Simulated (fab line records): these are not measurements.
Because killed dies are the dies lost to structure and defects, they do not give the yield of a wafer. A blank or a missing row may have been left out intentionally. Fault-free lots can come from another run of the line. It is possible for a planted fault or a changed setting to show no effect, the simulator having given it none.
A struck lot beside a sound one | flow ritCmos | 44 steps out of a route of 202
Sound: these wafers, L624.3, L624.4, L624.5. Wafers struck: L634.2, L634.3, L634.5. At the end, the cause is stated.
Order at every step that has rows: each side's tool, ch and its chambers, its first start. Under that, the readings that differ: sound wafers | struck wafers | difference of the means | sigmas: that difference in standard deviations of wafers without a fault.
alike: a reading whose means differ by less than 2 such deviations, as well as words and numbers matching on both sides. not compared: withheld readings; readings where some wafer has no value; bounds like >300 that might hide an equal value; numbers whose values overlap and for which the record gives no deviation.
The two part at a step that has a row with sigmas, a row that says differs or no value, or rows on one side only. Numbers that don't overlap but have no deviation are shown without sigmas and don't part them. Lack of a reading on every wafer of one side parts them only where that side has two or more wafers.

first, 4 steps without rows for these wafers: RIT_PLDD_SOFTBAKE_02 (time 58.98 s); RIT_PLDD_EXPOSE_03 (exposes mask M8, target cd 40900 nm); RIT_PLDD_PEB_04; RIT_PLDD_DEVELOP_05 (develop time 50 s).
RIT_PLDD_OVL_MEAS_06:
  struck on overlay-01, day 5 17:23; sound on overlay-01, day 3 18:52
  alike: PLDD_OVL
then, 2 steps without rows for these wafers: RIT_PLDD_HARDBAKE_07 (time 60 s); RIT_PLDD_IMPLANT_08.
RIT_PLDD_STRIP_09: strips in O2, time 180 s.
  sound on plasmaAsher-02 ch 0,1, day 3 19:15; struck on plasmaAsher-01 ch 0,1, day 5 17:47
  alike: chamberPressureMTorr, drypumpMotorCurrentA
  not compared: rfHoursCounterH
RIT_PLDD_TW_MEAS_10:
  struck on filmMetro-04, day 5 17:58; sound on filmMetro-02, day 3 19:23
  alike: PLDD_TW
then, 3 steps without rows for these wafers: RIT_SPACER_CLEAN_00 (cleans in SC1, time 614.6 s); RIT_SPACER_CLEAN_01 (cleans in dHF, time 30 s); RIT_SPACER_CLEAN_02 (cleans in SC2, time 600 s).
RIT_SPACER_CVD_03: deposits Si3N4 from SiH2Cl2/NH3, target thk 250 nm, time 3300 s.
  sound on lpcvd-01 ch 0, day 3 19:49; struck on lpcvd-02 ch 0, day 5 18:24
reading                                 | sound           | struck          | difference | sigmas
model.Si3N4_of_SPACER_CVD_03.thkNm (nm) | 249.7 248.6 250 | 220.6 217.6 217 | -31.0      | 
RIT_SPACER_THK_MEAS_04:
  struck on filmMetro-03, day 5 20:40; sound on filmMetro-02, day 3 21:44
reading                 | sound             | struck            | difference | sigmas
SPACER_NITRIDE_THK (nm) | 249.6 248.6 250.1 | 220.5 217.7 217.0 | -31.0      | -12
  not compared: hold
RIT_SPACER_ETCHBACK_05: etches Si3N4 in SF6/CHF3, stops on SiO2, target depth 250 nm, time 240 s.
  sound on rieDiel-02 ch 0,3, day 3 21:47; struck on rieDiel-03 ch 0,2,3, day 5 22:37
reading                 | sound             | struck                                                                  | difference                   | sigmas
hold                    | - - -             | awaitDispo/1.9h/release awaitDispo/1.9h/release awaitDispo/1.9h/release | no value on the sound wafers | 
oesProductAu (a.u.)     | 0.840 0.845 0.861 | 0.771 0.779 0.774                                                       | -0.074                       | -5
model.etch.depthNm (nm) | 249.7 248.6 250   | 220.6 217.6 217                                                         | -31.0                        | 
  alike: SF6_flow_sccm, chamberPressureMTorr, drypumpMotorCurrentA, throttleValvePct
  not compared: rfHoursCounterH
then, 6 steps without rows for these wafers: RIT_NSD_HMDS_00 (prime time 60 s); RIT_NSD_COAT_01 (resist thk 1000 nm); RIT_NSD_SOFTBAKE_02 (time 60 s); RIT_NSD_EXPOSE_03 (exposes mask M9, target cd 40700 nm); RIT_NSD_PEB_04; RIT_NSD_DEVELOP_05 (develop time 50 s).
RIT_NSD_OVL_MEAS_06:
  struck on overlay-02, day 6 00:00; sound on overlay-01, day 3 22:47
  alike: NSD_OVL
then, 2 steps without rows for these wafers: RIT_NSD_HARDBAKE_07 (time 60 s); RIT_NSD_IMPLANT_08.
RIT_NSD_STRIP_09: strips in O2, time 180 s.
  sound on plasmaAsher-03 ch 0,1, day 3 23:11; struck on plasmaAsher-03 ch 0,1, day 6 00:20
  alike: chamberPressureMTorr, drypumpMotorCurrentA
  not compared: rfHoursCounterH
RIT_NSD_TW_MEAS_10:
  struck on filmMetro-03, day 6 00:31; sound on filmMetro-02, day 3 23:19
  alike: NSD_TW
then, 6 steps without rows for these wafers: RIT_PSD_HMDS_00 (prime time 60 s); RIT_PSD_COAT_01 (resist thk 1005 nm); RIT_PSD_SOFTBAKE_02 (time 60 s); RIT_PSD_EXPOSE_03 (exposes mask M10, target cd 40900 nm); RIT_PSD_PEB_04; RIT_PSD_DEVELOP_05 (develop time 50 s).
RIT_PSD_OVL_MEAS_06:
  struck on overlay-02, day 6 01:28; sound on overlay-02, day 4 00:30
  alike: PSD_OVL
then, 2 steps without rows for these wafers: RIT_PSD_HARDBAKE_07 (time 60 s); RIT_PSD_IMPLANT_08.
RIT_PSD_STRIP_09: strips in O2, time 180 s.
  sound on plasmaAsher-02 ch 0,1, day 4 00:59; struck on plasmaAsher-02 ch 0,1, day 6 01:53
reading                      | sound          | struck         | difference | sigmas
chamberPressureMTorr (mTorr) | 3995 3992 3991 | 3996 4001 4003 | +7         | +2
  alike: drypumpMotorCurrentA
  not compared: rfHoursCounterH
RIT_PSD_TW_MEAS_10:
  struck on filmMetro-02, day 6 02:05; sound on filmMetro-03, day 4 01:08
reading | sound          | struck         | difference | sigmas
PSD_TW  | 3370 3368 3376 | 3477 3489 3492 | +115       | +2
then, 3 steps without rows for these wafers: RIT_SDANNEAL_CLEAN_00 (cleans in SC1, time 600 s); RIT_SDANNEAL_CLEAN_01 (cleans in dHF, time 30 s); RIT_SDANNEAL_CLEAN_02 (cleans in SC2, time 600 s).
RIT_SDANNEAL_RTA_03: time 5 s.
  sound on rtpAnneal-01 ch 0, day 4 01:37; struck on rtpAnneal-01 ch 0, day 6 02:41
  alike: wafer_temp_C_max
RIT_SDANNEAL_RS_MEAS_04: a four-point-probe measurement.
  struck on filmMetro-04, day 6 02:45; sound on filmMetro-02, day 4 01:42
  alike: PSD_RS
RIT_SILICIDE_WET_ETCH_00: etches SiO2 in BOE, target depth 14 nm, time 15 s.
  sound on wetBench-04 ch 0, day 4 02:08; struck on wetBench-01 ch 0, day 6 03:13
reading                                 | sound             | struck            | difference | sigmas
model.Si3N4_of_SPACER_CVD_03.thkNm (nm) | 194.3 193.4 194.1 | 171.9 169.9 168.3 | -23.9      | 
RIT_M1_PROBE_99:
  struck on prober-01, day 6 10:55; sound on prober-02, day 4 09:10
  alike: killedAtContacts, killedAtFrontEnd, killedDies, killedOpen, killedShort

== WHERE THEY PART ==
At RIT_SPACER_THK_MEAS_04 first; at RIT_PSD_TW_MEAS_10 last (within this record only). Later steps at which nothing parts them and some readings are alike: RIT_SDANNEAL_RTA_03, RIT_SDANNEAL_RS_MEAS_04, RIT_M1_PROBE_99.

WHY: whatever the simulator had introduced
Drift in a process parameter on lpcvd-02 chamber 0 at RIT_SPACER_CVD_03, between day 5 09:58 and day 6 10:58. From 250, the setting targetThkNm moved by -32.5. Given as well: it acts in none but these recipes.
